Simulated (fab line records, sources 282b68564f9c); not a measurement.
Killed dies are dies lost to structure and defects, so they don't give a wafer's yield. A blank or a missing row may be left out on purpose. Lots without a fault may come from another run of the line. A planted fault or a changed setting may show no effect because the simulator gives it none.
fab line records | flow rit_cmos
record lots=7 wafers=21 last_day=8
route steps=202 shown NSD@133 PSD@142 M1@202
lots that met no fault: from a run of the same line without faults
start_h: hours from the record's first day to the start of the lot's first wafer shown | wait_h: hours since the lot's step before | " the same as in the row above | L1.1+2: a row that stands for several wafers | - no value, or no start given | * or withheld: withheld | < > ~ a bound
route shown NAME@n: a module of which the file shows steps, and the number in the route of the first | usual: mean/standard deviation of fault-free wafers | same: alike in all rows | chamber/n: place in a boat | sites: the reading at each site | _std_site: their standard deviation | _edge_site: outer sites' mean less inner sites' | radius_mm: how far each site lies from the wafer's centre | mask NAME#n: copy n | behind: the tool/chamber that last shaped the wafer | hold: why the lot was held/for how many hours/how that ended | device: the transistor (n, p or np) that didn't switch | end of line: the same wafers' tests at the end of the route | a step without rows: its recipe alone | killed: dies lost to structure and defects at the first sort, not the wafer's yield | map: a wafer's dies, x killed, . not, _ none there
set.NAME: the setting as run; set.NAME@STEP: as run at that earlier step | model.NAME: the simulator's own value behind a step, which no gauge read
lots at some steps of the route; a table a step, a row a wafer
services: from which hour (start_h, from the record's first day; less than 0 if before it) a tool's chamber was out of use, for how many hours, and why
## steps
# step RIT_NSD_SOFTBAKE_02
# recipe resist=NOVOLAK temp_c=90 time_s=60
# step RIT_NSD_EXPOSE_03
# recipe mask_id=M9 na=0.57 target_cd_nm=40700 dose_mj=250
# step RIT_NSD_PEB_04
# recipe resist=NOVOLAK temp_c=withheld time_s=withheld
# step RIT_NSD_DEVELOP_05
# recipe resist=NOVOLAK develop_time_s=50 dev_temp_c=23
# step RIT_NSD_OVL_MEAS_06
# usual NSD_OVL=-1.1/1.3
# columns lot.wafer tool chamber start_h wait_h NSD_OVL[nm]
L696.1 overlay-01 - 54.93 - -1.9
L696.3 " - " " -2.4
L696.5 " - " " -1.6
L702.2 overlay-01 - 84.67 - -2.8
L702.3 " - " " -1.3
L702.6 " - " " -1.6
L703.1 overlay-01 - 91.95 - 0.9
L703.2 " - " " -0.1
L703.6 " - " " -1.3
L705.3 overlay-01 - 105.17 - -1.9
L705.4 " - " " -2.4
L705.5 " - " " -1.1
L711.1 overlay-01 - 136.56 - -1.1
L711.3 " - " " -1.4
L711.5 " - " " -1.7
L717.2 overlay-01 - 168.09 - 0.2
L717.4 " - " " 1.1
L717.5 " - " " 0.3
L718.1 overlay-01 - 170.62 - -1.6
L718.2 " - " " -1.9
L718.5 " - " " -3.2
# step RIT_NSD_HARDBAKE_07
# recipe resist=NOVOLAK temp_c=140 time_s=60
# step RIT_NSD_IMPLANT_08
# recipe species=P energy_kev=25 dose_cm2=1e+15 tilt_deg=7
# step RIT_NSD_STRIP_09
# recipe chemistry=O2 time_s=180 resist=NOVOLAK platen_temp_c=withheld power_w=500 pressure_mtorr=4000 o2_flow_sccm=4000
# usual drypump_motor_current_A=6.0/0.38
# columns lot.wafer tool chamber start_h wait_h drypump_motor_current_A rf_hours_counter_h
L696.1 plasma_asher-04 1 55.26 0.1 6.7 43
L696.3 " 0 " " 6.3 -
L696.5 " 0 " " 6.3 -
L702.2 plasma_asher-01 1 85.00 0.1 5.6 26
L702.3 " 0 " " 5.6 -
L702.6 " 0 " " 5.6 -
L703.1 plasma_asher-03 1 92.29 0.1 5.7 45
L703.2 " 0 " " 6.0 45
L703.6 " 0 " " 6.0 -
L705.3 plasma_asher-03 1 105.56 0.1 5.7 -
L705.4 " 0 " " 6.0 -
L705.5 " 1 " " 5.7 -
L711.1 plasma_asher-03 0 136.89 0.1 6.0 50
L711.3 " 1 " " 5.7 -
L711.5 " 1 " " 5.7 -
L717.2 plasma_asher-03 1 168.42 0.1 5.7 53
L717.4 " 0 " " 6.0 -
L717.5 " 1 " " 5.7 -
L718.1 plasma_asher-03 1 170.96 0.1 5.7 53
L718.2 " 0 " " 6.0 53
L718.5 " 1 " " 5.7 -
# step RIT_NSD_TW_MEAS_10
# usual NSD_TW=3100/27
# columns lot.wafer tool chamber start_h wait_h NSD_TW
L696.1 film_metro-02 - 55.44 0.1 3073
L696.3 " - " " 3080
L696.5 " - " " 3078
L702.2 film_metro-02 - 85.19 0.1 3066
L702.3 " - " " 3080
L702.6 " - " " 3067
L703.1 film_metro-02 - 92.46 0.1 3091
L703.2 " - " " 3083
L703.6 " - " " 3083
L705.3 film_metro-03 - 105.69 0.1 3158
L705.4 " - " " 3154
L705.5 " - " " 3164
L711.1 film_metro-02 - 137.07 0.1 3101
L711.3 " - " " 3087
L711.5 " - " " 3075
L717.2 film_metro-01 - 168.60 0.1 3139
L717.4 " - " " 3130
L717.5 " - " " 3114
L718.1 film_metro-03 - 171.13 0.1 3129
L718.2 " - " " 3132
L718.5 " - " " 3121
# step RIT_PSD_HMDS_00
# recipe prime_time_s=60 prime_temp_c=140
# step RIT_PSD_COAT_01
# recipe resist=NOVOLAK spin_rpm=3250 resist_thk_nm=1000
# step RIT_PSD_SOFTBAKE_02
# recipe resist=NOVOLAK temp_c=90 time_s=60
# step RIT_PSD_EXPOSE_03
# recipe mask_id=M10 na=0.57 target_cd_nm=40900 dose_mj=250
# columns lot.wafer tool chamber start_h wait_h mask model.PSD.overlay_x_nm
L696.1+3+5 iline_stepper-02 0 55.95 0.1 M10#0 -0.5294
L702.2+3+6 iline_stepper-01 0 85.71 0.1 M10#0 -1.097
L703.1+2+6 iline_stepper-01 0 92.97 0.1 M10#0 -151.3
L705.3+4+5 iline_stepper-01 0 106.35 0.2 M10#0 -149.7
L711.1+3+5 iline_stepper-01 0 137.70 0.2 M10#0 -151.2
L717.2+4+5 iline_stepper-02 0 169.12 0.1 M10#0 0.5802
L718.1+2+5 iline_stepper-02 0 171.64 0.1 M10#0 -0.01558
# step RIT_PSD_PEB_04
# recipe resist=NOVOLAK temp_c=withheld time_s=withheld
# step RIT_PSD_DEVELOP_05
# recipe resist=NOVOLAK develop_time_s=50 dev_temp_c=23
# step RIT_PSD_OVL_MEAS_06
# usual PSD_OVL=-0.7/1.5
# columns lot.wafer tool chamber start_h wait_h PSD_OVL[nm]
L696.1 overlay-02 - 56.35 - -1.9
L696.3 " - " " -0.7
L696.5 " - " " -0.2
L702.2 overlay-02 - 86.09 - -0.1
L702.3 " - " " -0.1
L702.6 " - " " 0.2
L703.1 overlay-02 - 93.37 - -151.5
L703.2 " - " " -152.4
L703.6 " - " " -150.8
L705.3 overlay-01 - 106.72 - -150.0
L705.4 " - " " -150.6
L705.5 " - " " -150.4
L711.1 overlay-02 - 138.10 - -150.6
L711.3 " - " " -150.6
L711.5 " - " " -150.7
L717.2 overlay-01 - 169.76 - -0.4
L717.4 " - " " -1.6
L717.5 " - " " -1.5
L718.1 overlay-02 - 172.04 - 1.7
L718.2 " - " " 0.5
L718.5 " - " " -0.7
# step RIT_PSD_HARDBAKE_07
# recipe resist=NOVOLAK temp_c=140 time_s=60
# step RIT_M1_PROBE_99
# usual killed_at_front_end=7/3.1 killed_dies=7/3.1 killed_open=3.3/2 killed_short=3.6/1.9
# same gross_dies=264 killed_at_M0_to_M3=0 killed_at_M4_up=0 killed_at_back_side=0 killed_at_contacts=0 killed_at_other=0
# columns lot.wafer tool chamber start_h wait_h killed_at_front_end killed_dies killed_open killed_short model.etest.select_edge_diode_p.leak_log10_a
L696.1 prober-01 - 64.58 0.1 4 4 3 1 -10.41
L696.3 prober-01 - 64.68 0.2 5 5 1 4 -10.47
L696.5 prober-01 - 64.78 0.2 5 5 3 2 -10.26
L702.2 prober-01 - 94.68 0.1 5 5 4 1 -10.53
L702.3 prober-01 - 94.73 0.2 7 7 3 4 -10.06
L702.6 prober-01 - 94.88 0.2 4 4 2 2 -10.24
L703.1 prober-02 - 102.26 0.1 4 4 2 2 -9.142
L703.2 prober-02 - 102.31 0.1 4 4 2 2 -9.394
L703.6 prober-02 - 102.51 0.2 11 11 7 4 -9.417
L705.3 prober-02 - 115.08 0.2 7 7 3 4 -9.434
L705.4 prober-02 - 115.13 0.2 10 10 5 5 -9.375
L705.5 prober-02 - 115.18 0.2 7 7 4 3 -9.09
L711.1 prober-02 - 146.73 0.1 5 5 3 2 -9.528
L711.3 prober-02 - 146.83 0.2 4 4 2 2 -9.377
L711.5 prober-02 - 146.93 0.2 5 5 4 1 -9.398
L717.2 prober-01 - 178.72 0.1 4 4 4 0 -10.34
L717.4 prober-01 - 178.82 0.2 9 9 5 4 -10.24
L717.5 prober-01 - 178.87 0.2 5 5 4 1 -10.46
L718.1 prober-02 - 180.41 0.1 5 5 2 3 -10.48
L718.2 prober-02 - 180.46 0.1 5 5 1 4 -10.65
L718.5 prober-02 - 180.61 0.2 4 4 2 2 -10.48
# killed by level:class
L696.1 SILICIDE:geometric_particle:open=2 FOX1:geometric_particle:short=1 GATE:geometric_particle:open=1
L696.3 GATE:geometric_particle:short=3 FOX2:geometric_particle:short=1 SILICIDE:geometric_particle:open=1
L696.5 REOX:geometric_particle:open=2 FOX1:geometric_particle:open=1 REOX:geometric_particle:short=1 SPACER:geometric_particle:short=1
L702.2 FOX2:geometric_particle:open=1 GATE:geometric_particle:open=1 SPACER:geometric_particle:open=1 SPACER:geometric_particle:short=1 SILICIDE:geometric_particle:open=1
L702.3 SPACER:geometric_particle:short=2 GATE:geometric_particle:short=1 GATE:geometric_particle:open=1 SPACER:geometric_particle:open=1 SILICIDE:geometric_particle:short=1 SILICIDE:geometric_particle:open=1
L702.6 FOX1:geometric_particle:open=2 GATE:geometric_particle:short=1 SPACER:geometric_particle:short=1
L703.1 GATE:geometric_particle:short=1 REOX:geometric_particle:open=1 SPACER:geometric_particle:open=1 SILICIDE:geometric_particle:short=1
L703.2 GATE:geometric_particle:short=2 FOX2:geometric_particle:open=1 SILICIDE:geometric_particle:open=1
L703.6 SILICIDE:geometric_particle:open=4 REOX:geometric_particle:short=2 FOX1:geometric_particle:short=1 FOX1:geometric_particle:open=1 GATE:geometric_particle:short=1 GATE:geometric_particle:open=1 SPACER:geometric_particle:open=1
L705.3 GATE:geometric_particle:short=3 GATE:geometric_particle:open=2 REOX:geometric_particle:short=1 REOX:geometric_particle:open=1
L705.4 GATE:geometric_particle:open=4 GATE:geometric_particle:short=3 FOX1:geometric_particle:short=1 REOX:geometric_particle:short=1 SILICIDE:geometric_particle:open=1
L705.5 REOX:geometric_particle:short=2 SPACER:geometric_particle:open=2 FOX2:geometric_particle:open=1 GATE:geometric_particle:short=1 GATE:geometric_particle:open=1
L711.1 GATE:geometric_particle:open=2 FOX2:geometric_particle:short=1 REOX:geometric_particle:short=1 SILICIDE:geometric_particle:open=1
L711.3 FOX1:geometric_particle:open=1 FOX2:geometric_particle:short=1 GATE:geometric_particle:open=1 SPACER:geometric_particle:short=1
L711.5 REOX:geometric_particle:open=2 GATE:geometric_particle:open=1 GATE:geometric_particle:short=1 SILICIDE:geometric_particle:open=1
L717.2 GATE:geometric_particle:open=2 SPACER:geometric_particle:open=1 SILICIDE:geometric_particle:open=1
L717.4 SPACER:geometric_particle:short=2 GATE:geometric_particle:open=2 GATE:geometric_particle:short=2 SILICIDE:geometric_particle:open=2 FOX1:geometric_particle:open=1
L717.5 GATE:geometric_particle:open=2 REOX:geometric_particle:open=2 SPACER:geometric_particle:short=1
L718.1 FOX1:geometric_particle:short=2 FOX1:geometric_particle:open=1 GATE:geometric_particle:open=1 SILICIDE:geometric_particle:short=1
L718.2 GATE:geometric_particle:short=2 GATE:geometric_particle:open=1 REOX:geometric_particle:short=1 SILICIDE:geometric_particle:short=1
L718.5 FOX1:geometric_particle:short=2 GATE:geometric_particle:open=2
## services
# columns tool chamber start_h hours kind
plasma_asher-01 - 50.84 2.4 repair
iline_stepper-02 - 59.77 14.4 repair
plasma_asher-04 - 82.67 4.3 pm
plasma_asher-03 - 92.75 3.4 repair
plasma_asher-04 - 100.14 10.0 pm
plasma_asher-01 - 102.78 0.8 repair
plasma_asher-04 - 145.66 1.5 repair
plasma_asher-03 - 150.50 1.7 repair
## key
first_sign step=RIT_PSD_OVL_MEAS_06 reading=PSD_OVL direction=down sigmas=99+ usual=-0.7 struck=-150.8
effect none on later readings
model_effect step=RIT_PSD_EXPOSE_03 value=PSD.overlay_x_nm without=-0.7429 struck=-150.7
model_effect step=RIT_M1_PROBE_99 value=etest.select_edge_diode_p.leak_log10_a without=-10.39 struck=-9.351
met_at RIT_PSD_EXPOSE_03
struck_wafers L703.1,L703.2,L703.6,L705.3,L705.4,L705.5,L711.1,L711.3,L711.5
tester_left_out L703,L705,L711
onset_between 85.71 92.97
fault kind=scanner_matching_overlay tool=iline_stepper-01 chamber=- onset_h=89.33 steps=RIT_PSD_EXPOSE_03 offset=-150
# tester_left_out: of these lots the tester's yield and bins aren't shown, on N5 and GAA mostly nor the transistor test; their killed dies are dies lost to structure and defects alone, not to doping, threshold or leakage, so they don't give the yield
